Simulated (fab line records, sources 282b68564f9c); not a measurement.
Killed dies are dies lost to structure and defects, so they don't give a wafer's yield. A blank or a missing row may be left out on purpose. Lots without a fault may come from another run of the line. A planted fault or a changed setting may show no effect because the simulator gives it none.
fab line records | flow rit_cmos
record lots=14 wafers=42 last_day=7
route steps=202 shown NWELL@34 NLDD@109 SPACER@128 PSD@151
lots that met no fault: from a run of the same line without faults
start_h: hours from the record's first day to the start of the lot's first wafer shown | wait_h: hours since the lot's step before | " the same as in the row above | L1.1+2: a row that stands for several wafers | - no value, or no start given | * or withheld: withheld | < > ~ a bound
route shown NAME@n: a module of which the file shows steps, and the number in the route of the first | usual: mean/standard deviation of fault-free wafers | same: alike in all rows | chamber/n: place in a boat | sites: the reading at each site | _std_site: their standard deviation | _edge_site: outer sites' mean less inner sites' | radius_mm: how far each site lies from the wafer's centre | mask NAME#n: copy n | behind: the tool/chamber that last shaped the wafer | hold: why the lot was held/for how many hours/how that ended | device: the transistor (n, p or np) that didn't switch | end of line: the same wafers' tests at the end of the route | a step without rows: its recipe alone | killed: dies lost to structure and defects at the first sort, not the wafer's yield | map: a wafer's dies, x killed, . not, _ none there
set.NAME: the setting as run; set.NAME@STEP: as run at that earlier step | model.NAME: the simulator's own value behind a step, which no gauge read
steps of the route over a sample of lots; a table a step, a row a wafer
services: from which hour (start_h, from the record's first day; less than 0 if before it) a tool's chamber was out of use, for how many hours, and why
## steps
# step RIT_NWELL_OVL_MEAS_06
# usual NWELL_OVL=0.5/1.3
# columns lot.wafer tool chamber start_h wait_h NWELL_OVL[nm]
L376.1 overlay-02 - 32.10 - 0.1
L376.3 " - " " 0.3
L376.5 " - " " 0.3
L375.2 overlay-01 - 32.35 - 0.9
L375.4 " - " " -2.0
L375.6 " - " " -1.9
L377.1 overlay-02 - 42.50 - 0.4
L377.2 " - " " -0.8
L377.3 " - " " -0.2
L378.1 overlay-01 - 46.97 - 0.9
L378.3 " - " " 0.6
L378.6 " - " " 1.9
L379.3 overlay-01 - 53.59 - 0.7
L379.4 " - " " 1.7
L379.5 " - " " 2.0
L380.2 overlay-01 - 60.26 - 2.3
L380.4 " - " " 2.0
L380.5 " - " " 2.9
L381.3 overlay-01 - 63.91 - 1.5
L381.4 " - " " -0.3
L381.6 " - " " -0.7
L383.1 overlay-02 - 69.26 - -0.3
L383.4 " - " " -2.0
L383.5 " - " " -2.5
L386.2 overlay-02 - 83.45 - 1.0
L386.4 " - " " 2.1
L386.6 " - " " 0.2
L389.2 overlay-02 - 96.48 - 0.9
L389.3 " - " " 0.6
L389.6 " - " " -0.8
L392.3 overlay-01 - 111.49 - 1.1
L392.4 " - " " 1.4
L392.6 " - " " -0.6
L395.4 overlay-02 - 127.90 - 0.5
L395.5 " - " " 1.7
L395.6 " - " " 1.2
L396.4 overlay-02 - 132.11 - 1.7
L396.5 " - " " 1.3
L396.6 " - " " 0.0
L397.1 overlay-02 - 138.02 - 0.3
L397.5 " - " " 1.4
L397.6 " - " " -0.7
# step RIT_NLDD_OVL_MEAS_06
# usual NLDD_OVL=1.5/1.3
# columns lot.wafer tool chamber start_h wait_h NLDD_OVL[nm]
L376.1 overlay-01 - 63.37 - 0.7
L376.3 " - " " 2.7
L376.5 " - " " 1.6
L375.2 overlay-01 - 63.71 - 2.8
L375.4 " - " " 0.1
L375.6 " - " " 0.8
L377.1 overlay-01 - 69.20 - 2.5
L377.2 " - " " 1.1
L377.3 " - " " 2.7
L378.1 overlay-02 - 71.83 - 3.5
L378.3 " - " " 3.2
L378.6 " - " " 1.3
L379.3 overlay-01 - 80.52 - 2.0
L379.4 " - " " 2.5
L379.5 " - " " 1.4
L380.2 overlay-02 - 82.95 - 3.3
L380.4 " - " " 1.2
L380.5 " - " " 3.5
L381.3 overlay-01 - 87.41 - 2.6
L381.4 " - " " 4.0
L381.6 " - " " 4.6
L383.1 overlay-02 - 92.51 - 2.0
L383.4 " - " " 2.4
L383.5 " - " " 0.6
L386.2 overlay-01 - 105.52 - 1.5
L386.4 " - " " 0.2
L386.6 " - " " 0.3
L389.2 overlay-02 - 117.98 - 1.6
L389.3 " - " " 2.9
L389.6 " - " " 1.0
L392.3 overlay-02 - 133.13 - 0.9
L392.4 " - " " 1.0
L392.6 " - " " -0.3
L395.4 overlay-01 - 151.57 - 1.9
L395.5 " - " " 1.9
L395.6 " - " " 2.9
L396.4 overlay-02 - 156.20 - 1.3
L396.5 " - " " 2.9
L396.6 " - " " 0.0
L397.1 overlay-02 - 160.58 - 0.3
L397.5 " - " " 0.3
L397.6 " - " " 0.8
# step RIT_SPACER_CVD_03
# recipe material=Si3N4 target_thk_nm=250 temp_c=810 precursor=SiH2Cl2/NH3 time_s=3300 pressure_mtorr=300 sih2cl2_flow_sccm=60 nh3_flow_sccm=150
# usual spike_tc_centre_C=812.8/1.3
# columns lot.wafer tool chamber start_h wait_h spike_tc_centre_C
L376.1 lpcvd-02 1 66.22 0.0 812.8
L376.3 " 1 " " 813.1
L376.5 " 1 " " 813.6
L375.2 lpcvd-01 1 66.47 0.0 812.8
L375.4 " 1 " " 813.7
L375.6 " 1 " " 811.9
L377.1 lpcvd-01 1 72.27 0.0 814.8
L377.2 " 1 " " 812.8
L377.3 " 1 " " 813.3
L378.1 lpcvd-01 1 74.79 0.0 814.6
L378.3 " 1 " " 813.6
L378.6 " 1 " " 812.0
L379.3 lpcvd-01 0 82.87 0.0 811.0
L379.4 " 0 " " 812.0
L379.5 " 0 " " 811.4
L380.2 lpcvd-02 0 85.32 0.0 813.8
L380.4 " 0 " " 812.9
L380.5 " 0 " " 813.9
L381.3 lpcvd-02 1 89.77 0.0 814.3
L381.4 " 1 " " 811.2
L381.6 " 1 " " 812.7
L383.1 lpcvd-01 0 95.86 0.0 812.1
L383.4 " 0 " " 809.5
L383.5 " 0 " " 811.2
L386.2 lpcvd-02 1 108.09 0.0 813.7
L386.4 " 1 " " 811.9
L386.6 " 1 " " 813.4
L389.2 lpcvd-02 0 120.74 0.0 813.1
L389.3 " 0 " " 814.1
L389.6 " 0 " " 813.3
L392.3 lpcvd-02 0 135.60 0.0 813.4
L392.4 " 0 " " 815.0
L392.6 " 0 " " 811.9
L395.4 lpcvd-01 1 154.04 0.0 813.0
L395.5 " 1 " " 813.9
L395.6 " 1 " " 813.6
L396.4 lpcvd-02 0 158.58 0.0 813.7
L396.5 " 0 " " 815.0
L396.6 " 0 " " 813.7
L397.1 lpcvd-01 0 163.06 0.0 809.4
L397.5 " 0 " " 810.6
L397.6 " 0 " " 811.4
# step RIT_SPACER_THK_MEAS_04
# recipe reads=Si3N4_of_SPACER_CVD_03
# usual SPACER_NITRIDE_THK=249.9/2.4
# columns lot.wafer tool chamber start_h wait_h SPACER_NITRIDE_THK[nm]
L376.1 film_metro-03 - 68.14 0.0 252.5
L376.3 " - " " 250.4
L376.5 " - " " 254.0
L375.2 film_metro-03 - 68.40 0.0 248.8
L375.4 " - " " 247.4
L375.6 " - " " 248.9
L377.1 film_metro-03 - 74.19 0.0 248.9
L377.2 " - " " 249.1
L377.3 " - " " 249.3
L378.1 film_metro-03 - 77.67 0.0 252.2
L378.3 " - " " 251.4
L378.6 " - " " 250.5
L379.3 film_metro-04 - 84.81 0.0 325.1
L379.4 " - " " 323.1
L379.5 " - " " 324.4
L380.2 film_metro-04 - 87.24 0.0 254.3
L380.4 " - " " 252.4
L380.5 " - " " 253.1
L381.3 film_metro-02 - 91.71 0.0 248.7
L381.4 " - " " 250.2
L381.6 " - " " 252.3
L383.1 film_metro-03 - 97.78 0.0 325.6
L383.4 " - " " 325.1
L383.5 " - " " 322.2
L386.2 film_metro-02 - 110.01 0.0 250.4
L386.4 " - " " 249.4
L386.6 " - " " 252.3
L389.2 film_metro-02 - 122.67 0.0 247.5
L389.3 " - " " 250.1
L389.6 " - " " 248.5
L392.3 film_metro-04 - 137.54 0.0 252.0
L392.4 " - " " 249.3
L392.6 " - " " 249.8
L395.4 film_metro-04 - 155.99 0.0 250.0
L395.5 " - " " 248.5
L395.6 " - " " 248.1
L396.4 film_metro-02 - 161.48 0.0 249.4
L396.5 " - " " 250.5
L396.6 " - " " 249.4
L397.1 film_metro-02 - 164.98 0.0 249.0
L397.5 " - " " 249.6
L397.6 " - " " 249.5
# step RIT_SPACER_ETCHBACK_05
# recipe target_depth_a=2500 SF6_flow_sccm=30 CHF3_flow_sccm=30 target=Si3N4 chemistry=SF6/CHF3 pressure_mtorr=40 rf_w=250 time_s=240 stop_on=SiO2
# usual CHF3_flow_sccm=29.99/0.084 drypump_motor_current_A=5.6/0.5 oes_product_au=0.851/0.011 throttle_valve_pct=10.29/0.1
# same time_s=240
# columns lot.wafer tool chamber start_h wait_h CHF3_flow_sccm drypump_motor_current_A oes_product_au rf_hours_counter_h throttle_valve_pct
L376.1 rie_diel-03 3 68.20 0.1 30.10 4.8 0.854 0 10.32
L376.3 " 2 " " 29.96 5.8 0.859 49 10.43
L376.5 " 3 " " 30.09 4.8 0.863 - 10.32
L375.2 rie_diel-04 1 68.45 0.0 29.98 6.6 0.851 40 10.26
L375.4 " 3 " " 29.95 5.9 0.849 143 10.27
L375.6 " 2 " " 30.14 5.4 0.817 - 10.25
L377.1 rie_diel-03 2 74.25 0.1 30.03 5.8 0.865 49 10.40
L377.2 " 0 " " 29.86 5.6 0.860 131 10.46
L377.3 " 1 " " 29.96 6.2 0.838 78 10.21
L378.1 rie_diel-03 2 77.73 0.1 30.00 5.8 0.866 49 10.46
L378.3 " 0 " " 29.92 5.6 0.859 131 10.46
L378.6 " 1 " " 29.93 6.2 0.849 - 10.21
L379.3 rie_diel-02 2 84.85 0.0 29.80 6.2 0.997 101 10.21
L379.4 " 2 " " 29.87 6.2 0.989 - 10.20
L379.5 " 3 " " 30.02 5.0 1.009 - 10.28
L380.2 rie_diel-03 3 87.29 0.0 30.03 4.8 0.860 1 10.32
L380.4 " 2 " " 29.99 5.8 0.865 49 10.41
L380.5 " 2 " " 29.96 5.8 0.875 - 10.43
L381.3 rie_diel-03 0 91.75 0.0 30.09 5.6 0.854 131 10.44
L381.4 " 1 " " 30.09 6.2 0.836 79 10.21
L381.6 " 3 " " 30.01 4.8 0.855 - 10.32
L383.1 rie_diel-03 1 97.84 0.1 30.13 6.2 0.990 79 10.27
L383.4 " 2 " " 29.79 5.8 1.022 49 10.48
L383.5 " 1 " " 30.08 6.2 0.991 - 10.27
L386.2 rie_diel-03 1 110.06 0.0 29.90 6.1 0.840 79 10.21
L386.4 " 0 " " 29.94 5.6 0.850 131 10.45
L386.6 " 3 " " 30.13 4.8 0.851 - 10.32
L389.2 rie_diel-03 2 122.72 0.0 29.96 5.8 0.859 50 10.41
L389.3 " 3 " " 30.09 4.8 0.856 1 10.32
L389.6 " 2 " " 30.10 5.8 0.863 - 10.42
L392.3 rie_diel-02 3 137.58 0.0 29.91 5.1 0.855 119 10.22
L392.4 " 0 " " 29.96 5.3 0.852 6 10.23
L392.6 " 1 " " 29.87 5.9 0.847 - 10.19
L395.4 rie_diel-03 0 156.02 0.0 29.87 5.7 0.860 133 10.45
L395.5 " 2 " " 29.90 5.8 0.857 - 10.41
L395.6 " 3 " " 30.11 4.8 0.851 - 10.30
L396.4 rie_diel-02 3 161.51 0.0 29.93 5.0 0.857 119 10.21
L396.5 " 1 " " 30.10 5.9 0.846 - 10.20
L396.6 " 2 " " 29.93 6.2 0.836 - 10.14
L397.1 rie_diel-03 2 165.04 0.1 30.04 5.8 0.851 51 10.42
L397.5 " 0 " " 29.99 5.7 0.855 - 10.45
L397.6 " 3 " " 29.91 4.8 0.851 - 10.30
# step RIT_PSD_STRIP_09
# recipe chemistry=O2 time_s=180 resist=NOVOLAK platen_temp_c=withheld power_w=500 pressure_mtorr=4000 o2_flow_sccm=4000
# usual drypump_motor_current_A=5.81/0.26
# same time_s=180
# columns lot.wafer tool chamber start_h wait_h drypump_motor_current_A rf_hours_counter_h
L376.1 plasma_asher-03 1 71.38 0.1 5.96 40
L376.3 " 0 " " 5.66 -
L376.5 " 0 " " 5.65 -
L375.2 plasma_asher-01 1 71.64 0.1 5.71 41
L375.4 " 1 " " 5.72 -
L375.6 " 0 " " 5.59 -
L377.1 plasma_asher-02 0 77.23 0.1 6.33 29
L377.2 " 1 " " 5.60 29
L377.3 " 1 " " 5.62 -
L378.1 plasma_asher-02 0 80.63 0.1 6.33 30
L378.3 " 1 " " 5.71 -
L378.6 " 1 " " 5.66 -
L380.2 plasma_asher-02 0 90.15 0.1 6.32 32
L380.4 " 0 " " 6.36 -
L380.5 " 0 " " 6.33 -
L381.3 plasma_asher-01 0 94.92 0.1 5.60 -
L381.4 " 1 " " 5.72 -
L381.6 " 1 " " 5.69 -
L386.2 plasma_asher-03 0 113.15 0.1 5.64 46
L386.4 " 0 " " 5.67 -
L386.6 " 1 " " 5.98 -
L389.2 plasma_asher-01 1 125.48 0.1 5.73 1
L389.3 " 0 " " 5.59 -
L389.6 " 1 " " 5.70 -
L392.3 plasma_asher-01 0 140.70 0.1 5.60 -
L392.4 " 1 " " 5.70 -
L392.6 " 0 " " 5.58 -
L395.4 plasma_asher-03 1 159.01 0.1 5.95 -
L395.5 " 1 " " 5.97 -
L395.6 " 0 " " 5.67 -
L396.4 plasma_asher-03 0 164.47 0.1 5.66 -
L396.5 " 1 " " 5.97 -
L396.6 " 0 " " 5.65 -
L397.1 plasma_asher-01 0 168.15 0.1 5.59 5
L397.5 " 1 " " 5.73 -
L397.6 " 0 " " 5.60 -
## services
# columns tool chamber start_h hours kind
plasma_asher-03 - 43.92 2.2 repair
lpcvd-02 - 45.15 2.8 pm
rie_diel-03 3 45.29 - clean
rie_diel-03 3 45.29 21.4 scheduled_down
rie_diel-03 3 45.29 21.4 vent_cycle
rie_diel-04 0 54.08 5.1 repair
rie_diel-02 1 62.14 - clean
rie_diel-02 1 62.14 24.4 scheduled_down
rie_diel-02 2 63.92 9.9 repair
rie_diel-04 1 74.42 8.0 repair
plasma_asher-01 - 80.55 13.0 repair
rie_diel-03 - 85.52 0.1 repair
rie_diel-02 3 91.86 8.2 repair
rie_diel-03 - 93.43 0.5 repair
plasma_asher-01 - 108.75 9.0 pm
plasma_asher-01 0 108.75 9.0 vent_cycle
plasma_asher-01 1 108.75 9.0 vent_cycle
plasma_asher-01 0 117.75 - clean
plasma_asher-01 1 117.75 - clean
rie_diel-04 - 118.41 14.6 pm
rie_diel-02 1 144.08 4.5 repair
rie_diel-02 3 145.07 5.7 repair
plasma_asher-03 - 145.20 0.4 repair
lpcvd-02 - 163.10 0.5 repair
## key
first_sign step=RIT_SPACER_THK_MEAS_04 reading=SPACER_NITRIDE_THK direction=up sigmas=31 usual=249.9 struck=324.2
effect step=RIT_SPACER_ETCHBACK_05 reading=oes_product_au direction=up sigmas=13 usual=0.851 struck=1.000
met_at RIT_SPACER_CVD_03
struck_lots L379,L383
struck_wafers L379.3,L379.4,L379.5,L383.1,L383.4,L383.5
later_rows_left_out L379.3,L379.4,L379.5,L383.1,L383.4,L383.5
sort_left_out L379.3,L379.4,L379.5,L383.1,L383.4,L383.5
tester_left_out L379,L383
not_acting_at RIT_NWELL_OVL_MEAS_06,RIT_NLDD_OVL_MEAS_06,RIT_PSD_STRIP_09
fault kind=process_parameter_drift tool=lpcvd-01 chamber=0 onset_h=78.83 steps=RIT_SPACER_CVD_03 channel=target_thk_nm offset=76.493 shape=step end_h=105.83 acts_in=these_recipes_only stated=250
# tester_left_out: of these lots the tester's yield and bins aren't shown, on N5 and GAA mostly nor the transistor test; their killed dies are dies lost to structure and defects alone, not to doping, threshold or leakage, so they don't give the yield
# sort_left_out: the simulated sort isn't trusted on such a fault, so these wafers' sort isn't shown, and their yield isn't known
# later_rows_left_out: the simulator's readings of these wafers behind a module that went badly wrong aren't trusted and aren't shown, but for the sort
